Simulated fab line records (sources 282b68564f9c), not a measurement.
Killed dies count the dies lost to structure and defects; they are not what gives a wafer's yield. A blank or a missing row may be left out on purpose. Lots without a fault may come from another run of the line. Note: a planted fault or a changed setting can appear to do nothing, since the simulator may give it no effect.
Comparing a struck lot with a sound one    flow ritCmos    17 steps out of a route of 202
Sound: these wafers, L852.2, L852.3, L852.6. Struck: wafers L853.1, L853.2, L853.3. The cause is named last.
At each step with rows: each side's tool, then ch and its chambers, then its first start. Under that, the readings that differ: sound wafers    struck wafers    difference of the means    sigmas: that difference in standard deviations of wafers without a fault.
alike: readings with means less than 2 such deviations apart, plus words and numbers identical on both sides. not compared: withheld readings, readings lacking a value on some wafer, bounds such as >300 that could conceal the same value, and numbers that have no deviation in the record and whose values overlap.
Wherever a step has rows on one side only, a row that says differs or no value, or a row with sigmas, the two part there. When numbers do not overlap yet have no deviation, they are printed without sigmas and do not part them. A reading that every wafer of one side lacks parts them only if that side has two wafers or more.

RIT_NWELL_TW_MEAS_10:
  sound: filmMetro-04 at day 4 10:03; struck: filmMetro-03 at day 4 17:56
  alike: NWELL_TW
then, 6 steps without rows for these wafers: RIT_PWELL_HMDS_00 (prime time 60 s); RIT_PWELL_COAT_01 (resist thk 1300 nm); RIT_PWELL_SOFTBAKE_02 (time 60 s); RIT_PWELL_EXPOSE_03 (exposes mask M3, target cd 43700 nm); RIT_PWELL_PEB_04; RIT_PWELL_DEVELOP_05 (develop time 68 s).
RIT_PWELL_OVL_MEAS_06:
  sound: overlay-02 at day 4 10:59; struck: overlay-01 at day 4 19:00
  alike: PWELL_OVL
then, 2 steps without rows for these wafers: RIT_PWELL_HARDBAKE_07 (time 120 s); RIT_PWELL_IMPLANT_08.
RIT_PWELL_STRIP_09: strips in O2, time 180 s.
  sound on plasmaAsher-04 ch 0, day 4 11:25; struck on plasmaAsher-04 ch 0,1, day 4 19:27
  alike: drypumpMotorCurrentA
  not compared: rfHoursCounterH
RIT_PWELL_TW_MEAS_10:
  sound: filmMetro-03 at day 4 11:37; struck: filmMetro-04 at day 4 19:37
  alike: PWELL_TW
RIT_WELLDRIVE_ANNEAL_00: time 14700 s.
  sound on furnace-04 ch 0, day 4 11:41; struck on furnace-03 ch 0, day 4 19:41
reading         sound              struck             difference  sigmas
runLengthS (s)  18281 18281 18281  23421 23421 23421  +5140       +99 or more
  alike: zonePowerSourcePct
RIT_WELLDRIVE_RS_MEAS_01: measurement is done with a four-point probe.
  sound: filmMetro-03 at day 4 16:47; struck: filmMetro-03 at day 5 00:46
reading            sound              struck             difference  sigmas
NWELL_RS (ohm/sq)  275.8 275.4 275.6  261.6 260.8 260.5  -14.6       -20
RIT_WELLDRIVE_RS_MEAS_02: measurement is done with a four-point probe.
  sound: filmMetro-03 at day 4 16:54; struck: filmMetro-03 at day 5 00:53
reading            sound              struck             difference  sigmas
PWELL_RS (ohm/sq)  430.2 427.9 428.9  412.2 413.8 412.1  -16.3       -13
then, 1 step without rows for these wafers: RIT_NRETRO_HMDS_00 (prime time 60 s).
RIT_M1_PROBE_99:
  sound: prober-01 at day 5 21:03; struck: prober-02 at day 6 07:12
reading                              sound                 struck                difference  sigmas
killedShort                          0 1 2                 3 7 6                 +4          +2
model.etest.nwellPinched.rsOhmSq     334.7 339.9 336.5     317.4 314.9 310.9     -22.6       
model.etest.pwellPinched.rsOhmSq     460.8 463.7 459       434.2 437.9 431.5     -26.6       
model.etest.pwell.rsOhmSq            416.6 415.9 415.7     397.5 399.3 395       -18.8       
model.etest.fieldN.vtV (V)           34.63 34.71 35.01     32.27 32.2 32.47      -2.47       
model.etest.fieldPMetal.vtV (V)      -29.87 -30.31 -30.47  -29.39 -29.62 -29.75  +0.63       
model.etest.isoNwellNwell.bvV (V)    22.09 21.68 21.91     23.1 22.85 22.78      +1.0        
model.etest.fieldP.vtV (V)           -13.11 -13.16 -13.08  -12.85 -12.86 -12.86  +0.26       
model.etest.diodePplusNwell.bvV (V)  6.704 6.685 6.619     6.934 6.865 6.84      +0.210      
  alike: killed_at_M0_to_M3, killedAtContacts, killedAtFrontEnd, killedDies, killedOpen

WHERE THEY PART
Last at RIT_M1_PROBE_99 as far as this record goes, first at RIT_WELLDRIVE_ANNEAL_00.

WHY: the cause the simulator had injected
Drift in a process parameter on furnace-03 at RIT_WELLDRIVE_ANNEAL_00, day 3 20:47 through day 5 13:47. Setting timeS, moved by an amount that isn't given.
